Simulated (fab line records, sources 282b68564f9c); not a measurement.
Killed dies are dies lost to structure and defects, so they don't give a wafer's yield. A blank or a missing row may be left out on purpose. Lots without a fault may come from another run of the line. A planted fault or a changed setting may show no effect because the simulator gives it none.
One fault seen from 2 desks | flow rit_cmos | each desk has only its own numbers; what lay behind them comes last

THE METROLOGY DESK
What the gauges read, lot by lot, whatever tool the lot ran on: means of the sampled wafers that have a number. A lot is out of limits, marked OUT, if its mean lies more than 4 standard deviations from the usual mean; the brackets give that distance.
Columns: A = CONTACT_TEOS_THK at RIT_CONTACT_THK_MEAS_01, usual 398 nm
lot  | first seen here | A
L941 | day 3 03:37     | 399
L942 | day 3 08:06     | 395
L943 | day 3 14:38     | 400
L944 | day 3 18:43     | 397
L946 | day 4 03:46     | 399
L949 | day 4 21:04     | 397
L951 | day 5 04:37     | 350 (-8.8) OUT
L953 | day 5 15:08     | 348 (-9.1) OUT
L957 | day 6 10:02     | 398
L958 | day 6 16:32     | 400
L960 | day 7 03:00     | 397
L961 | day 7 09:29     | 406
L963 | day 7 17:30     | 397
L964 | day 8 00:17     | 394
This desk's finding: out of limits on L951, L953; first on L951, day 5 04:37 (CONTACT_TEOS_THK at RIT_CONTACT_THK_MEAS_01). In limits: L941, L942, L943, L944, L946, L949, L957, L958, L960, L961, L963, L964.

THE TOOL OWNER'S DESK: pecvd-04
The tool's own readings at RIT_CONTACT_CVD_00 (deposits SiO2 from TEOS, target thk 400 nm, time 61 s): means of the sampled wafers that have a number, for each lot that ran on this tool. A lot is out of limits, marked OUT, if its mean lies more than 4 standard deviations from the usual mean; the brackets give that distance.
Columns: A = heater_power_w at RIT_CONTACT_CVD_00, usual 319 W; B = susceptor_temp_C at RIT_CONTACT_CVD_00, usual 389.96 C
lot  | first seen here | A   | B
L943 | day 3 14:34     | 354 | 389.96
L946 | day 4 03:43     | 329 | 390.00
L949 | day 4 21:01     | 350 | 390.12
L951 | day 5 04:34     | 375 | 389.88
L953 | day 5 15:05     | 386 | 389.98
This desk's finding: nothing out of limits on any of the 5 lots.

PUT TOGETHER
The metrology desk could have raised an alarm at day 5 04:37, on L951, L953.
The tool owner's desk saw nothing out of limits.
The tool owner's desk has L951, L953 on record, within its limits.
Of the lots named, all ran RIT_CONTACT_CVD_00 on pecvd-04.

WHAT THE SIMULATOR HAD PUT IN
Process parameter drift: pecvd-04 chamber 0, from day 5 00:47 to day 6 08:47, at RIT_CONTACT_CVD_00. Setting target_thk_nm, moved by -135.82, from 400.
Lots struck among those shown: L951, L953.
Hours from the fault's start to each desk's first reading out of limits: the metrology desk, 4.
